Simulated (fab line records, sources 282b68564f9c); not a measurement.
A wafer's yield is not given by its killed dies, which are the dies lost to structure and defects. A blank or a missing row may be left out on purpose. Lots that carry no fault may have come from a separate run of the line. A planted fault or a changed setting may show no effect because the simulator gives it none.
Comparing a struck lot with a sound one ; flow rit-cmos ; 15 steps out of a route of 202
Sound: the wafers L679.4, L679.5, L679.6. Struck: wafer L677.2 (left out: L677.1, L677.4 of the same lot, which were not struck); the cause appears at the end.
Per side, at each step with rows, come the tool, then ch with its chambers, and then its first start. Under that, the readings that differ: sound wafers ; struck wafers ; difference of the means ; sigmas: that difference in standard deviations of wafers without a fault.
alike: same words and numbers on both sides, and readings whose means sit less than 2 such deviations apart. not compared: any withheld reading, any reading some wafer has no value for, any bound like >300 that may hide the same value, and any number with overlapping values for which the record gives no deviation.
The two part at a step that has a row with sigmas, a row that says differs or no value, or rows on one side only. Non-overlapping numbers with no deviation appear without sigmas and do not part them. A reading that every wafer of one side lacks parts them only if that side has two wafers or more.

first, 1 step without rows for these wafers: RIT_ACTIVE_OXIDATION_01 (target thk 46.8 nm, ox time 3360 s).
RIT_ACTIVE_THK_MEAS_02:
  sound on film-metro-03 at day 5 11:05; struck on film-metro-03 at day 5 01:03
reading;sound;struck;difference;sigmas
ACTIVE_OXIDE_THK (nm);46.3 46.8 45.9;48.1;+1.8;+2
then, 1 step without rows for these wafers: RIT_ACTIVE_CVD_03 (deposits Si3N4 from SiH2Cl2/NH3, target thk 150 nm, time 1500 s).
RIT_ACTIVE_THK_MEAS_04:
  sound on film-metro-02 at day 5 12:34; struck on film-metro-02 at day 5 02:32
reading;sound;struck;difference;sigmas
ACTIVE_NITRIDE_THK (nm);151.6 151.9 149.5;148.3;-2.7;-2
then, 6 steps without rows for these wafers: RIT_ACTIVE_HMDS_05 (prime time 60 s); RIT_ACTIVE_COAT_06 (resist thk 1000 nm); RIT_ACTIVE_SOFTBAKE_07 (time 60 s); RIT_ACTIVE_EXPOSE_08 (exposes mask M1, target cd 1400 nm); RIT_ACTIVE_PEB_09; RIT_ACTIVE_DEVELOP_10 (develop time 50 s).
RIT_ACTIVE_CD_MEAS_11: target cd 1400 nm.
  sound on cd-sem-02 at day 5 13:30; struck on cd-sem-02 at day 5 03:41
  alike: cd-nm
then, 1 step without rows for these wafers: RIT_ACTIVE_HARDBAKE_12 (time 60 s).
RIT_ACTIVE_ETCH_13: etches Si3N4 in SF6, stops on SiO2, time 210 s, target depth 210 nm.
  sound on rie-diel-01 ch 1,2, day 5 13:43; struck on rie-diel-03 ch 1, day 5 03:57
reading;sound;struck;difference;sigmas
oes-product-au (a.u.);0.815 0.813 0.818;0.939;+0.124;+10
run-length-s (s);238.7 238.3 237.7;216.2;-22.0;-42
model.NOVOLAK_of_ACTIVE_COAT_06.thk-nm (nm);663.4 662.2 659.1;677.9;+16.3;
  alike: drypump-motor-current-A, throttle-valve-pct
  not compared: rf-hours-counter-h
RIT_ACTIVE_STRIP_14: strips in O2, time 180 s.
  sound on plasma-asher-03 ch 0,1, day 5 13:54; struck on plasma-asher-03 ch 0, day 5 04:05
reading;sound;struck;difference;sigmas
rf-hours-counter-h (h);- - -;31;no value on the sound wafers;
  alike: drypump-motor-current-A
RIT_M1_PROBE_99:
  sound on prober-01 at day 7 09:49; struck on prober-01 at day 6 21:16
  alike: killed-at-front-end, killed-dies, killed-open, killed-short

## WHERE THEY PART
Earliest at RIT_ACTIVE_THK_MEAS_02; latest, in this record, at RIT_ACTIVE_STRIP_14. Later steps at which nothing parts them and some readings are alike: RIT_M1_PROBE_99.

WHY: what the simulator had put in
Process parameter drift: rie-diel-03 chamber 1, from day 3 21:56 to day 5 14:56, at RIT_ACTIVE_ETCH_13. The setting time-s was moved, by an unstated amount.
